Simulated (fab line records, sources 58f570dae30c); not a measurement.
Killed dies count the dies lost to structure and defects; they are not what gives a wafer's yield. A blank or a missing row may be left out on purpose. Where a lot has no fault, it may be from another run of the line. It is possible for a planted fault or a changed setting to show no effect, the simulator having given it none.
A struck lot beside a sound one	flow berkeley_cmos170	14 steps out of a route of 331
Sound: the wafers L254.1, L254.4, L254.6. Wafers L257.1, L257.4, L257.5 were the ones struck. The cause comes at the end.
Per side, at each step with rows, come the tool, then ch with its chambers, and then its first start. Under that, the readings that differ: sound wafers	struck wafers	difference of the means	sigmas: that difference in standard deviations of wafers without a fault.
alike: a reading whose means differ by less than 2 such deviations, as well as words and numbers matching on both sides. not compared: withheld readings; readings where some wafer has no value; bounds like >300 that might hide an equal value; numbers whose values overlap and for which the record gives no deviation.
A row with sigmas, a row that says differs or no value, or rows on one side alone: a step with any of these is where the two part. Non-overlapping numbers with no deviation appear without sigmas and do not part them. A reading missing from all wafers of one side parts the sides only when that side holds two or more wafers.

first, 1 step without rows for these wafers: UCB170_M3_PRE_CLEAN_00 (preclean etch time 60 s).
UCB170_M3_SPUTTER_01: material Al, target thk 900 nm, time 120 s.
  struck on pvd_sputter-01, day 8 14:04; sound on pvd_sputter-02, day 7 22:02
  alike: chamber_pressure_pa, throttle_valve_pct
UCB170_M3_RS_MEAS_02: the measuring method here is four-point-probe.
  struck on film_metro-02, day 8 14:08; sound on film_metro-02, day 7 22:07
reading	sound	struck	difference	sigmas
M3_AL_RS (ohm/sq)	0.0330 0.0331 0.0330	0.0325 0.0321 0.0321	-0.0008	-2
UCB170_M3_THK_MEAS_03: measures by xrf.
  struck on film_metro-02, day 8 14:16; sound on film_metro-02, day 7 22:14
reading	sound	struck	difference	sigmas
M3_AL_THK (nm)	860 859 854	877 884 885	+24	+2
then, 3 steps without rows for these wafers: UCB170_M3_HMDS_04 (prime time 60 s); UCB170_M3_COAT_05 (resist thk 900 nm); UCB170_M3_SOFTBAKE_06 (time 60 s).
UCB170_M3_STRIP_07: strips in O2.
  sound on plasma_asher-01 ch 0,1, day 7 23:02; struck on plasma_asher-01 ch 0,1, day 8 14:46
  alike: drypump_motor_current_A, oes_product_au, strip_time_to_endpoint_s
  not compared: rf_hours_counter_h
then, 4 steps without rows for these wafers: UCB170_M3_STRIP_08 (strips KrF in DMSO, time 600 s); UCB170_M3_COAT_09; UCB170_M3_COAT_10 (resist thk 900 nm); UCB170_M3_SOFTBAKE_11 (time 60 s).
UCB170_M3_EXPOSE_12: exposes mask METAL3, target cd 700 nm.
  sound on krf_scanner-01 ch 0, day 8 00:20; struck on krf_scanner-02, day 8 15:38
  no value came back on the struck wafers for exposure_dose_mJ_cm2, focus_offset_nm (nm), stage_vel_mm_s (mm/s); on the sound wafers exposure_dose_mJ_cm2 reads 26.016 26.008 26.038
  alike: mask
then, 1 step without rows for these wafers: UCB170_M3_PEB_13.

WHERE THEY PART
At UCB170_M3_RS_MEAS_02 first; at UCB170_M3_EXPOSE_12 last (within this record only).

WHY: whatever the simulator had introduced
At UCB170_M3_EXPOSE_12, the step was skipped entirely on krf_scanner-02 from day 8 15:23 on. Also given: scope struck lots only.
